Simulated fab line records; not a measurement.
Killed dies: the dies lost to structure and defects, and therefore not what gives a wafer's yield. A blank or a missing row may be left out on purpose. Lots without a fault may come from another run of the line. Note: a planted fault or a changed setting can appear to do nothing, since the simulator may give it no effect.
Split-lot study    flow rit_cmos    23 wafers read from 5 lots, route of 202 steps

THE SPLIT
At RIT_NRETRO_COAT_01 (resist thk 1300 nm), the setting spin_rpm was moved away from the recipe's 2000 rpm on 8 of the 23 wafers read, by -3.7% to +6.9%. All remaining wafers had this setting at the recipe value.

FROM THE SPLIT TO THE READING: what the file shows between them, 3 steps
- RIT_NRETRO_SOFTBAKE_02: time 60 s
- RIT_NRETRO_EXPOSE_03: exposes mask M4, target cd 43900 nm
- RIT_NRETRO_DEVELOP_05: develop time 68 s

THE READING
NOVOLAK_of_NRETRO_COAT_01.thk_nm (the simulator's own value, which no gauge read), in nm, at RIT_NRETRO_HARDBAKE_07 (time 120 s). There is no usual value for it anywhere in the file. Average 1136 nm, standard deviation 2.5 nm, over the 15 wafers here run with the recipe.

wafer   tool, chamber at the split  spin_rpm as run, rpm  against the recipe  NOVOLAK_of_NRETRO_COAT_01.thk_nm, nm  against lot-mates on the recipe
L076.2  litho_track-01, 0           1926                  -3.7%               1153                                  +18
L076.3  litho_track-01, 0           1926                  -3.7%               1156                                  +21
L076.4  litho_track-01, 0           2000                  recipe              1135                                  -
L076.5  litho_track-01, 0           2000                  recipe              1135                                  -
L076.6  litho_track-01, 0           1926                  -3.7%               1155                                  +20
L078.1  litho_track-04, 0           2000                  recipe              1136                                  -
L078.2  litho_track-04, 0           2000                  recipe              1134                                  -
L078.3  litho_track-04, 0           2000                  recipe              1135                                  -
L078.4  litho_track-04, 0           2000                  recipe              1138                                  -
L078.5  litho_track-04, 0           2000                  recipe              1138                                  -
L080.1  litho_track-04, 0           2000                  recipe              1133                                  -
L080.2  litho_track-04, 0           2052                  +2.6%               1119                                  -15
L080.3  litho_track-04, 0           2000                  recipe              1135                                  -
L080.5  litho_track-04, 0           2052                  +2.6%               1116                                  -18
L080.6  litho_track-04, 0           2052                  +2.6%               1118                                  -16
L082.1  litho_track-01, 0           2000                  recipe              1134                                  -
L082.6  litho_track-01, 0           2000                  recipe              1134                                  -
L082.2  litho_track-01, 0           2138                  +6.9%               1100                                  -35
L082.4  litho_track-01, 0           2000                  recipe              1136                                  -
L082.5  litho_track-01, 0           2138                  +6.9%               1099                                  -36
L083.2  litho_track-01, 0           2000                  recipe              1140                                  -
L083.4  litho_track-01, 0           2000                  recipe              1139                                  -
L083.6  litho_track-01, 0           2000                  recipe              1142                                  -

THE FIT
A straight line over all 23 wafers: NOVOLAK_of_NRETRO_COAT_01.thk_nm changes by -5.42 nm for each +1% of spin_rpm; r = -0.98; the points scatter about the line by 2.8 nm.
The same after taking each lot's own level away (the mean of its wafers on the recipe; 23 wafers): -5.29 nm for each +1%; r = -0.99; scatter 1.6 nm.
On that fit, the largest move of spin_rpm shifts the reading by 37 nm.
Measured against the standard deviation above, the lots' own levels, which go from 1134.0 to 1140.3 nm, span 2.5 times it.
Consequently the slope shifts little with the lot-to-lot level, the two slopes agreeing.
Check: for one of the wafers moved furthest among these (+6.9%), held out of the fit, the line's prediction against its lot-mates is -37.7 nm. Against them it came out at -34.7 nm.

THE OTHER SPLITS THESE WAFERS WENT THROUGH
These wafers also went through other splits before the reading. Each is held against what the fit with the lots' levels taken away leaves over:
other split on the same wafers   wafers away from the commonest value  r with NOVOLAK_of_NRETRO_COAT_01.thk_nm (lot level and that fit taken away)
RIT_ACTIVE_CVD_03 nh3_flow_sccm  10                                    -0.10
RIT_ACTIVE_CLEAN_15 time_s       15                                    -0.20
RIT_NWELL_SOFTBAKE_02 temp_c     11                                    -0.18
RIT_NWELL_IMPLANT_08 dose_cm2    7                                     -0.02
RIT_PWELL_COAT_01 resist_thk_nm  7                                     -0.16
RIT_PWELL_IMPLANT_08 dose_cm2    7                                     +0.42

THE WHOLE CHAIN: every reading that the file lists as answering this split, in the file's order
step                    what it does        reading                                                                            change (the file's fit)               r (the file's)
RIT_NRETRO_COAT_01      resist thk 1300 nm  NOVOLAK_of_NRETRO_COAT_01.thk_nm (the simulator's own value, which no gauge read)  -6.15 nm for each +1% of the setting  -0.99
RIT_NRETRO_HARDBAKE_07  time 120 s          NOVOLAK_of_NRETRO_COAT_01.thk_nm (the simulator's own value, which no gauge read)  -5.3 nm for each +1% of the setting   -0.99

FILE'S OWN FIT
NOVOLAK_of_NRETRO_COAT_01.thk_nm changes by -5.3 nm for each +1% of spin_rpm, r = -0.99.
